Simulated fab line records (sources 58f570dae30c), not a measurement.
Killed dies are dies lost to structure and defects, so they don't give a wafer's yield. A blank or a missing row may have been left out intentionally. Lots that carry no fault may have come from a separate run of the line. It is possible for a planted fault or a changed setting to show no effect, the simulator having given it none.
The tool behind it: which one?    flow berkeley cmos170    45 wafers from 15 lots sampled at 3 of the route's 331 steps

== WHAT THE GAUGES READ, wafer by wafer ==
UCB170_V1_BOW_MEAS_03. Usual: for V1_BOW the level is 18 um and the standard deviation is 6.9.
lot   measured      on             V1_BOW (um)  flag
L914  day 7 19:46   film metro-02  19 17 20     
L917  day 8 00:31   film metro-01  18 23 23     
L915  day 8 04:52   film metro-01  23 29 18     
L916  day 8 04:53   film metro-03  10 25 20     
L919  day 9 11:49   film metro-02  11 18 7      
L921  day 9 11:51   film metro-03  27 17 21     
L918  day 9 12:10   film metro-02  35 31 14     
L922  day 9 20:23   film metro-03  19 20 12     
L923  day 10 10:01  film metro-02  22 10 4      
L928  day 10 15:37  film metro-03  16 16 41     
L924  day 10 19:50  film metro-01  9 31 17      
L930  day 11 18:56  film metro-02  8 18 33      
L932  day 11 19:12  film metro-02  13 10 13     
L933  day 12 08:31  film metro-01  5 17 6       
L934  day 12 08:31  film metro-02  21 31 23     

UCB170_M3_OVL_MEAS_16. Usual: for M3_OVL the level is 0 nm and the standard deviation is 6.
lot   measured      on          M3_OVL (nm)  flag
L914  day 8 10:28   overlay-01  -9 -5 -10    
L917  day 8 20:56   overlay-02  14 3 11      
L915  day 8 21:25   overlay-02  -1 -3 -7     
L916  day 8 21:10   overlay-01  10 7 -2      
L919  day 10 06:00  overlay-02  -1 0 -2      
L921  day 10 05:16  overlay-02  6 -1 3       
L918  day 10 05:43  overlay-02  4 5 5        
L922  day 10 09:22  overlay-01  8 10 -3      
L923  day 10 20:44  overlay-01  4 -1 2       
L928  day 11 04:25  overlay-01  0 4 2        
L924  day 11 08:25  overlay-01  1 -1 -3      
L930  day 12 04:58  overlay-01  4 -1 2       
L932  day 12 06:41  overlay-02  -5 2 -1      
L933  day 12 21:05  overlay-01  -14 -13 -12  
L934  day 12 23:50  overlay-01  2 2 -4       

== EACH LOT AND THE TOOL THAT RAN IT (in order: tool; ch and the chambers of the sampled wafers; start) ==
lot   UCB170_V1_CMP_02
L914  cmp-02 ch 2,3, day 7 19:28
L917  cmp-01 ch 0,2, day 8 00:11
L915  cmp-02 ch 1,2, day 8 04:36
L916  cmp-01 ch 0,1,3, day 8 04:39
L919  cmp-01 ch 0,2,3, day 9 11:34
L921  cmp-02 ch 1,2, day 9 11:34
L918  cmp-02 ch 0,1, day 9 11:52
L922  cmp-01 ch 1,2,3, day 9 20:04
L923  cmp-01 ch 0,3, day 10 09:43
L928  cmp-01 ch 0,3, day 10 15:20
L924  cmp-02 ch 0,1,2, day 10 19:32
L930  cmp-01 ch 0,1,3, day 11 18:36
L932  cmp-02 ch 1,2, day 11 18:54
L933  cmp-02 ch 0,1, day 12 08:11
L934  cmp-01 ch 0,1,2, day 12 08:17
- UCB170_V1_CMP_02: polishes SiO2.

== AS READ BY THE TOOLS THEMSELVES (means over the sampled wafers that have a number; for cases with no such wafer, the mark the record gives instead) ==
UCB170_V1_CMP_02. Usual: motor current A reads 16.2 A (standard deviation 1.4).
lot   tool    motor current A (A)  flag
L914  cmp-02  18.1                 
L917  cmp-01  16.3                 
L915  cmp-02  18.0                 
L916  cmp-01  15.6                 
L919  cmp-01  15.7                 
L921  cmp-02  17.2                 
L918  cmp-02  16.8                 
L922  cmp-01  15.3                 
L923  cmp-01  16.2                 
L928  cmp-01  15.9                 
L924  cmp-02  16.7                 
L930  cmp-01  15.6                 
L932  cmp-02  18.7                 
L933  cmp-02  15.6                 
L934  cmp-01  15.9                 

== THE ANSWER, worked out from the rows above alone ==
Rule: lot off if the mean of its wafers having a number is beyond 3 standard deviations from the usual mean. A lot without any number at a reading at which 4 lots or more have one is off too. Any other lot the step has rows for is counted as sound. First the gauges in route order, then the tools' own readings, where a lot's mean is used as printed above. At the first step where some lot is off, the reading lying furthest off is the one used; lots without a number count as furthest.
Across all readings shown, no lot is off: no conclusion can be drawn from this.

== WHAT WAS PUT IN BY THE SIMULATOR ==
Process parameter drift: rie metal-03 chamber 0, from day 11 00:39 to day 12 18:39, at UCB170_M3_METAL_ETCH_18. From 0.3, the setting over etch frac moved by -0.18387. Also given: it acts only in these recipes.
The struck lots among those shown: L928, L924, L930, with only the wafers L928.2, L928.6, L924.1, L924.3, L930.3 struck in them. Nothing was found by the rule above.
